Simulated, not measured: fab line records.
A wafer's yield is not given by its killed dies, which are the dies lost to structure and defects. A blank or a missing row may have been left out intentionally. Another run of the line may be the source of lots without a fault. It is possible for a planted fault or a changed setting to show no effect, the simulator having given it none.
2 desks, one fault :: flow rit_cmos :: each desk holds nothing but its own numbers, with what lay behind them at the end

## METROLOGY DESK
What the gauges read, lot by lot, whatever tool the lot ran on: means of the sampled wafers that have a number. Any lot whose mean is over 4 standard deviations away from the usual mean is out of limits and marked OUT; that distance is given in the brackets.
Columns: A = REOX_OXIDE_THK at RIT_REOX_THK_MEAS_04, usual 25.3 nm; B = NLDD_OVL at RIT_NLDD_OVL_MEAS_06, usual 0.5 nm
lot: L141
first seen here: day 3 03:08
A: 26.0
B: -0.6

lot: L149
first seen here: day 4 09:46
A: 25.4
B: 1.0

lot: L151
first seen here: day 4 20:14
A: 25.2
B: 0.9

lot: L160
first seen here: day 7 02:55
A: 25.4
B: -0.4

lot: L161
first seen here: day 7 06:47
A: 25.6
B: 1.5

lot: L164
first seen here: day 8 00:29
A: 25.7
B: -1.5
This desk's finding: nothing out of limits on any of the 6 lots.

## AT THE TOOL OWNER'S DESK: litho_track-02
Per lot that ran on this tool, the mean of the sampled wafers carrying a number, from the tool's own readings at RIT_NLDD_HARDBAKE_07 (time 60 s). Any lot whose mean is over 4 standard deviations away from the usual mean is out of limits and marked OUT; that distance is given in the brackets.
Columns: A = exhaust_pa at RIT_NLDD_HARDBAKE_07, usual 44.9 Pa; B = heater_power_total_W at RIT_NLDD_HARDBAKE_07, usual 62.54 W; C = plate_temp_C at RIT_NLDD_HARDBAKE_07, usual 139.99 C
lot: L149
first seen here: day 4 10:53
A: 43.9
B: 65.98 (+69) OUT
C: 145.66 (+33) OUT

lot: L151
first seen here: day 4 21:20
A: 44.6
B: 65.97 (+69) OUT
C: 145.77 (+34) OUT

lot: L161
first seen here: day 7 07:52
A: 44.5
B: 62.56
C: 139.94
This desk's verdict: out of limits on L149, L151, starting with L149 at day 4 10:53 (heater_power_total_W at RIT_NLDD_HARDBAKE_07). Within limits: L161.

## BROUGHT TOGETHER
An alarm could have come from the tool owner's desk at day 4 10:53, on L149, L151.
From the metrology desk's view, nothing was out of limits.
The metrology desk has L149, L151 on record, within its limits.
RIT_NLDD_HARDBAKE_07 was run on litho_track-02 by each of the lots named.

## WHAT THE SIMULATOR HAD INSERTED
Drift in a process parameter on litho_track-02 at RIT_NLDD_HARDBAKE_07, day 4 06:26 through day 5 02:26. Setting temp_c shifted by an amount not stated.
Struck lots among those shown: L149, L151.
Time in hours from fault onset to the first out-of-limits reading at each desk: the tool owner's desk, 4.
